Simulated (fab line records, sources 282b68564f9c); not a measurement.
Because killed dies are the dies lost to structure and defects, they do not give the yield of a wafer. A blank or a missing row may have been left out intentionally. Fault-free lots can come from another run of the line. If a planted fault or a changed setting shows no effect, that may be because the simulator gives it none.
fab line records ; flow rit_cmos
record: lots: 14; wafers: 42; last_day: 7
route steps=202 shown PWELL@42
lots with no fault: from the same line, run without faults
start_h: the number of hours between the record's first day and the start of the first shown wafer of the lot ; wait_h: hours since the lot's step before ; " repeats the value in the row above ; L1.1+2: a single row standing in for several wafers ; - no value, or no start was given ; * or withheld: withheld ; < > ~ a bound
route shown NAME@n: names a module that has steps shown in the file, with the first one's number in the route ; usual: the fault-free wafers' mean and standard deviation ; same: alike in all rows ; chamber/n: place in a boat ; sites: readings site by site ; _std_site: how widely they spread, as a standard deviation ; _edge_site: inner sites' mean taken away from outer sites' mean ; radius_mm: how far each site lies from the wafer's centre ; mask NAME#n: copy n ; behind: tool/chamber where the wafer was last shaped ; hold: what put the lot on hold/how long, in hours/how the hold closed ; device: transistor that didn't switch, given as n, p or np ; end of line: the route-end tests of the same wafers ; for a step that has no rows: nothing shown but its recipe ; killed: dies that structure and defects cost at the first sort, which is not the same as the wafer's yield ; map: shows each die of a wafer: x if killed, . if not, _ if none is there
set.NAME: setting as actually run; set.NAME@STEP: the setting as run at that earlier step ; model.NAME: the simulator's own value behind a step, which no gauge read
a sample of lots followed through the steps of the route, with each step as a table and each wafer as a row
services: a tool's chamber out of use, with start hour (start_h, from the record's first day; less than 0 if before it), hours out, and reason
== steps ==
step: RIT_PWELL_EXPOSE_03
recipe: mask_id: M3; na: 0.57; target_cd_nm: 43700; dose_mj: 250
usual: exposure_dose_mJ_cm2: 250.04/0.25; focus_offset_nm: -0.1/0.59
lot.wafer;tool;chamber;start_h;wait_h;mask;exposure_dose_mJ_cm2;focus_offset_nm
L691.2;iline_stepper-01;0;23.78;0.1;M3#0;249.94;-1.7
L691.3;iline_stepper-01;0;23.78;0.1;M3#0;249.79;-0.4
L691.4;iline_stepper-01;0;23.78;0.1;M3#0;249.91;-1.1
L692.1;iline_stepper-01;0;26.61;0.1;M3#0;250.49;0.7
L692.2;iline_stepper-01;0;26.61;0.1;M3#0;250.36;-0.9
L692.5;iline_stepper-01;0;26.61;0.1;M3#0;250.37;0.0
L693.1;iline_stepper-02;0;31.97;0.2;M3#0;250.24;1.0
L693.2;iline_stepper-02;0;31.97;0.2;M3#0;250.22;0.4
L693.5;iline_stepper-02;0;31.97;0.2;M3#0;250.14;0.6
L694.1;iline_stepper-01;0;37.60;0.2;M3#0;249.79;0.1
L694.3;iline_stepper-01;0;37.60;0.2;M3#0;249.69;0.4
L694.4;iline_stepper-01;0;37.60;0.2;M3#0;249.53;0.3
L695.2;iline_stepper-02;0;42.18;0.2;M3#0;249.98;-0.4
L695.4;iline_stepper-02;0;42.18;0.2;M3#0;250.22;-0.1
L695.5;iline_stepper-02;0;42.18;0.2;M3#0;249.83;-0.2
L697.1;iline_stepper-01;0;52.76;0.2;M3#0;249.78;0.5
L697.3;iline_stepper-01;0;52.76;0.2;M3#0;250.04;-0.4
L697.4;iline_stepper-01;0;52.76;0.2;M3#0;250.25;0.5
L698.1;iline_stepper-01;0;56.54;0.1;M3#0;250.18;-0.8
L698.2;iline_stepper-01;0;56.54;0.1;M3#0;249.77;0.0
L698.5;iline_stepper-01;0;56.54;0.1;M3#0;250.51;-0.1
L700.1;iline_stepper-02;0;67.28;0.2;M3#0;250.06;0.7
L700.4;iline_stepper-02;0;67.28;0.2;M3#0;250.03;-0.4
L700.6;iline_stepper-02;0;67.28;0.2;M3#0;250.21;1.1
L701.1;iline_stepper-02;0;72.24;0.1;M3#0;250.37;0.6
L701.3;iline_stepper-02;0;72.24;0.1;M3#0;250.20;-0.8
L701.6;iline_stepper-02;0;72.24;0.1;M3#0;250.23;0.4
L702.1;iline_stepper-02;0;76.31;0.1;M3#0;250.12;0.3
L702.2;iline_stepper-02;0;76.31;0.1;M3#0;250.03;0.2
L702.5;iline_stepper-02;0;76.31;0.1;M3#0;249.70;0.6
L703.1;iline_stepper-02;-;82.62;0.1;M3#0;-;-
L703.4;iline_stepper-02;-;82.62;0.1;M3#0;-;-
L703.5;iline_stepper-02;-;82.62;0.1;M3#0;-;-
L704.4;iline_stepper-01;-;87.28;0.2;M3#0;-;-
L704.5;iline_stepper-01;-;87.28;0.2;M3#0;-;-
L704.6;iline_stepper-01;-;87.28;0.2;M3#0;-;-
L713.2;iline_stepper-02;0;131.70;0.1;M3#0;249.83;-1.2
L713.5;iline_stepper-02;0;131.70;0.1;M3#0;250.03;-1.6
L713.6;iline_stepper-02;0;131.70;0.1;M3#0;250.12;-0.9
L714.1;iline_stepper-01;0;136.61;0.2;M3#0;249.92;0.0
L714.2;iline_stepper-01;0;136.61;0.2;M3#0;250.01;0.3
L714.3;iline_stepper-01;0;136.61;0.2;M3#0;250.01;0.3
== services ==
tool;chamber;start_h;hours;kind
iline_stepper-02;-;9.16;1.0;repair
iline_stepper-01;-;130.32;1.7;pm
== key ==
first_sign: step: RIT_PWELL_EXPOSE_03; reading: tool_record; direction: missing
effect none on later readings
met_at RIT_PWELL_EXPOSE_03
struck_lots L703,L704
sort_left_out L703.1,L703.4,L703.5,L704.4,L704.5,L704.6
tester_left_out L703,L704
onset_between 76.31 82.62
fault: kind: skipped_step_whole; tool: iline_stepper-01,iline_stepper-02; chamber: -; onset_h: 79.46; steps: RIT_PWELL_EXPOSE_03; scope: struck_lots_only
tester_left_out: of these lots the tester's yield and bins aren't shown, on N5 and GAA mostly nor the transistor test; their killed dies are dies lost to structure and defects alone, not to doping, threshold or leakage, so they don't give the yield
sort_left_out: the simulated sort isn't trusted on such a fault, so these wafers' sort isn't shown, and their yield isn't known
